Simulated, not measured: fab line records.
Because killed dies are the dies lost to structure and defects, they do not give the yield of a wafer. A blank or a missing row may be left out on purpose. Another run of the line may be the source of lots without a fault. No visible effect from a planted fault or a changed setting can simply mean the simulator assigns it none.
Which of the tools did it? | flow rit cmos | 45 wafers from 15 lots sampled at 4 of the route's 202 steps

WHAT THE GAUGES SHOWED, per wafer
RIT_PWELL_TW_MEAS_10. Usual: for PWELL_TW the level is 951 and the standard deviation is 7.4.
lot  | measured    | on            | PWELL_TW    | flag
L501 | day 2 00:03 | film metro-03 | 958 959 957 |
L502 | day 2 04:55 | film metro-03 | 952 948 952 |
L503 | day 2 10:01 | film metro-04 | 966 963 963 |
L504 | day 2 14:25 | film metro-04 | 960 965 956 |
L510 | day 3 20:08 | film metro-04 | 964 962 965 |
L511 | day 4 05:24 | film metro-01 | 30 30 30    | OFF
L512 | day 4 09:05 | film metro-01 | 30 30 30    | OFF
L513 | day 4 13:59 | film metro-04 | 30 30 30    | OFF
L516 | day 5 02:39 | film metro-01 | 942 946 943 |
L519 | day 5 21:43 | film metro-04 | 956 953 960 |
L520 | day 5 23:34 | film metro-04 | 954 954 955 |
L521 | day 6 03:02 | film metro-01 | 943 949 942 |
L522 | day 6 13:23 | film metro-03 | 951 950 953 |
L523 | day 6 17:50 | film metro-04 | 954 955 957 |
L524 | day 6 18:41 | film metro-01 | 951 948 945 |

RIT_NRETRO_TW_MEAS_10. Usual: for NRETRO_TW the level is 1054 and the standard deviation is 6.6.
lot  | measured    | on            | NRETRO_TW      | flag
L501 | day 2 07:49 | film metro-02 | 1045 1046 1052 |
L502 | day 2 12:53 | film metro-02 | 1045 1046 1046 |
L503 | day 2 17:07 | film metro-04 | 1056 1062 1063 |
L504 | day 2 21:17 | film metro-03 | 1045 1054 1051 |
L510 | day 4 05:12 | film metro-03 | 1049 1048 1044 |
L511 | day 4 12:24 | film metro-02 | 30 30 30       | OFF
L512 | day 4 17:29 | film metro-02 | 30 30 30       | OFF
L513 | day 4 21:10 | film metro-03 | 30 30 30       | OFF
L516 | day 5 10:25 | film metro-03 | 1060 1058 1058 |
L519 | day 6 04:43 | film metro-02 | 1051 1051 1048 |
L520 | day 6 06:33 | film metro-02 | 1046 1050 1044 |
L521 | day 6 12:04 | film metro-04 | 1055 1060 1059 |
L522 | day 6 20:22 | film metro-02 | 1042 1053 1048 |
L523 | day 7 01:05 | film metro-04 | 1067 1061 1067 |
L524 | day 7 01:41 | film metro-04 | 1062 1063 1060 |

RIT_PRETRO_TW_MEAS_10. Usual: for PRETRO_TW the level is 473.9 and the standard deviation is 2.2.
lot  | measured    | on            | PRETRO_TW         | flag
L501 | day 2 09:22 | film metro-03 | 474.9 476.3 474.7 |
L502 | day 2 14:32 | film metro-03 | 475.2 473.9 473.5 |
L503 | day 2 18:41 | film metro-01 | 473.2 469.5 473.7 |
L504 | day 2 22:50 | film metro-03 | 475.9 473.9 476.4 |
L510 | day 4 06:53 | film metro-01 | 472.8 470.9 470.8 |
L511 | day 4 14:05 | film metro-01 | 29.7 29.7 29.7    | OFF
L512 | day 4 19:02 | film metro-01 | 29.8 29.7 29.6    | OFF
L513 | day 4 22:50 | film metro-02 | 29.9 30.0 29.9    | OFF
L516 | day 5 11:58 | film metro-01 | 471.9 472.2 473.5 |
L519 | day 6 06:23 | film metro-01 | 473.4 475.6 474.7 |
L520 | day 6 08:14 | film metro-03 | 474.2 475.1 473.2 |
L521 | day 6 13:45 | film metro-01 | 474.4 473.1 473.6 |
L522 | day 6 21:56 | film metro-01 | 471.6 474.6 472.4 |
L523 | day 7 02:46 | film metro-01 | 470.5 472.3 471.7 |
L524 | day 7 03:22 | film metro-01 | 471.8 469.8 474.9 |

TOOL THAT RAN EACH LOT (tool first, then ch and the chambers of the sampled wafers, then the start)
lot  | RIT_NWELL_STRIP_09
L501 | plasma asher-03 ch 0,1, day 1 22:02
L502 | plasma asher-03 ch 0,1, day 2 03:14
L503 | plasma asher-03 ch 0,1, day 2 08:10
L504 | plasma asher-01 ch 0,1, day 2 12:44
L510 | plasma asher-02 ch 0,1, day 3 18:25
L511 | plasma asher-01 ch 0,1, day 4 03:20
L512 | plasma asher-02 ch 0,1, day 4 07:14
L513 | plasma asher-01 ch 0,1, day 4 12:17
L516 | plasma asher-01 ch 0,1, day 5 00:48
L519 | plasma asher-01 ch 0,1, day 5 19:53
L520 | plasma asher-03 ch 0,1, day 5 21:37
L521 | plasma asher-03 ch 0,1, day 6 01:11
L522 | plasma asher-01 ch 0,1, day 6 11:39
L523 | plasma asher-01 ch 0,1, day 6 15:59
L524 | plasma asher-03 ch 0,1, day 6 16:50
- RIT_NWELL_STRIP_09: strips in O2, time 180 s.

WHAT THE TOOLS THEMSELVES READ (means of the sampled wafers that have a number; where no wafer has one, the mark that the record gives instead)
RIT_NWELL_STRIP_09. Usual: chamber pressure mTorr 4000 mTorr, standard deviation 3.3; drypump motor current A 5.5 A, standard deviation 0.55.
lot  | tool            | chamber pressure mTorr (mTorr) | drypump motor current A (A) | flag
L501 | plasma asher-03 | 4001                           | 5.6                         |
L502 | plasma asher-03 | 4005                           | 5.6                         |
L503 | plasma asher-03 | 4003                           | 5.6                         |
L504 | plasma asher-01 | 3997                           | 5.4                         |
L510 | plasma asher-02 | 3999                           | 4.8                         |
L511 | plasma asher-01 | -                              | -                           | OFF
L512 | plasma asher-02 | -                              | -                           | OFF
L513 | plasma asher-01 | -                              | -                           | OFF
L516 | plasma asher-01 | 4001                           | 5.9                         |
L519 | plasma asher-01 | 3999                           | 5.4                         |
L520 | plasma asher-03 | 4002                           | 5.6                         |
L521 | plasma asher-03 | 3999                           | 5.7                         |
L522 | plasma asher-01 | 4001                           | 5.4                         |
L523 | plasma asher-01 | 4001                           | 5.9                         |
L524 | plasma asher-03 | 3999                           | 5.6                         |

THE ANSWER, worked out from the rows above alone
Rule: take the mean of a lot's wafers that have a number; if it is more than 3 standard deviations from the usual mean, the lot is off. Also off: a lot with no number at a reading for which 4 or more lots have one. Where the step has rows for the other lots, those lots are counted as sound. The gauges are gone through in route order, then the tools' own readings, and for those a lot's mean is taken as printed above. At the first step where some lot is off, the reading lying furthest off is the one used; lots without a number count as furthest.
Off: at RIT_PWELL_TW_MEAS_10 (PWELL_TW), L511, L512, L513.
A tool fits if, at a process step before that reading, it ran every lot that is off, and no sound lot after the first of them. The gauges at RIT_PWELL_TW_MEAS_10 aren't tried: what is off there is off at RIT_NRETRO_TW_MEAS_10 too, on other tools, and a gauge's error can't cause that. Of those tried, none fits.

WHAT THE SIMULATOR HAD INSERTED
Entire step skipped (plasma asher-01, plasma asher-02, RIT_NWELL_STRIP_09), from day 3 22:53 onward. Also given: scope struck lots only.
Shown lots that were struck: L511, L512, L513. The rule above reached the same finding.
